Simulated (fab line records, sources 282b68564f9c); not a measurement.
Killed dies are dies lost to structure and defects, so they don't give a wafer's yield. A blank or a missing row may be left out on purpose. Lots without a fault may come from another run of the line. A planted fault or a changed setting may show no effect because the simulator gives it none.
Tool commonality check | flow rit_cmos | 14 lots, 42 wafers sampled

WHY IT WAS OPENED
At RIT_SILICIDE_RS_MEAS_02 the reading SILICIDE_TI_RS is flagged on 2 of 14 lots. Wafers without a fault read 44.5 ohm/sq, standard deviation 0.55.
Rule: a lot is flagged when every wafer of it that has a number lies more than 4 standard deviations from that mean, or none has a number. The other lots count as sound.

lot  | measured    | on            | SILICIDE_TI_RS (ohm/sq), wafer by wafer | flag
L687 | day 3 08:45 | film_metro-03 | 45.0 45.0 44.3                          |
L689 | day 3 17:03 | film_metro-03 | 44.8 44.2 45.4                          |
L690 | day 3 23:43 | film_metro-03 | 44.0 44.5 43.4                          |
L692 | day 4 08:13 | film_metro-03 | 43.5 44.6 44.0                          |
L693 | day 4 13:17 | film_metro-03 | 45.1 44.1 44.8                          |
L694 | day 4 17:53 | film_metro-02 | 45.2 45.2 44.6                          |
L695 | day 4 23:59 | film_metro-03 | 45.3 44.5 44.2                          |
L696 | day 5 04:37 | film_metro-02 | 44.7 44.5 44.6                          |
L697 | day 5 08:50 | film_metro-03 | 44.9 43.7 44.2                          |
L699 | day 5 18:18 | film_metro-01 | 43.3 44.1 43.9                          |
L700 | day 6 00:54 | film_metro-03 | 44.8 45.6 45.5                          |
L701 | day 6 06:08 | film_metro-01 | 44.0 44.3 44.3                          |
L704 | day 7 01:45 | film_metro-02 | 73.1 71.8 72.2                          | FLAGGED
L706 | day 7 10:46 | film_metro-03 | 70.1 69.3 71.3                          | FLAGGED
The numbers of the flagged lots are 71.3 ohm/sq on average: +26.8 ohm/sq against the usual, or +49 standard deviations.

WHICH TOOL RAN EACH LOT
The record holds 1 process step before the reading, out of a route of 202 steps. In each cell: the tool, then ch and the chambers that the sampled wafers went through, then the start.
lot  | flag    | RIT_SILICIDE_SPUTTER_01
L687 |         | pvd_sputter-02, day 3 08:36
L689 |         | pvd_sputter-02, day 3 16:54
L690 |         | pvd_sputter-01, day 3 23:33
L692 |         | pvd_sputter-01, day 4 08:04
L693 |         | pvd_sputter-02, day 4 13:08
L694 |         | pvd_sputter-01, day 4 17:44
L695 |         | pvd_sputter-02, day 4 23:49
L696 |         | pvd_sputter-01, day 5 04:28
L697 |         | pvd_sputter-02, day 5 08:40
L699 |         | pvd_sputter-02, day 5 18:08
L700 |         | pvd_sputter-01, day 6 00:45
L701 |         | pvd_sputter-02, day 6 05:59
L704 | FLAGGED | pvd_sputter-01, day 7 01:36
L706 | FLAGGED | pvd_sputter-01, day 7 10:37
What these steps do:
- RIT_SILICIDE_SPUTTER_01: material Ti, target thk 30 nm, time 240 s.
- RIT_SILICIDE_RS_MEAS_02: measures by four-point-probe.

FLAGGED OVER TOTAL, TOOL BY TOOL (the gauges that took the reading come last)
step                    | tool           | lots run | flagged | share of the flagged lots | sound lots run after its first flagged lot
RIT_SILICIDE_SPUTTER_01 | pvd_sputter-01 | 7        | 2       | all                       | 0
RIT_SILICIDE_SPUTTER_01 | pvd_sputter-02 | 7        | 0       | none                      | -
RIT_SILICIDE_RS_MEAS_02 | film_metro-01  | 2        | 0       | none                      | -
RIT_SILICIDE_RS_MEAS_02 | film_metro-02  | 3        | 1       | some                      | 0
RIT_SILICIDE_RS_MEAS_02 | film_metro-03  | 9        | 1       | some                      | 0

WHAT THE TABLE ALLOWS
1 row of the table ran every flagged lot: pvd_sputter-01 at RIT_SILICIDE_SPUTTER_01.
- pvd_sputter-01 at RIT_SILICIDE_SPUTTER_01: 2 of its 7 lots flagged. Its last sound lot is L700 (day 6 00:45), its first flagged lot L704 (day 7 01:36): a fault that began between those two fits.
One tool is left: pvd_sputter-01 at RIT_SILICIDE_SPUTTER_01.

WHAT THE SIMULATOR HAD PUT IN
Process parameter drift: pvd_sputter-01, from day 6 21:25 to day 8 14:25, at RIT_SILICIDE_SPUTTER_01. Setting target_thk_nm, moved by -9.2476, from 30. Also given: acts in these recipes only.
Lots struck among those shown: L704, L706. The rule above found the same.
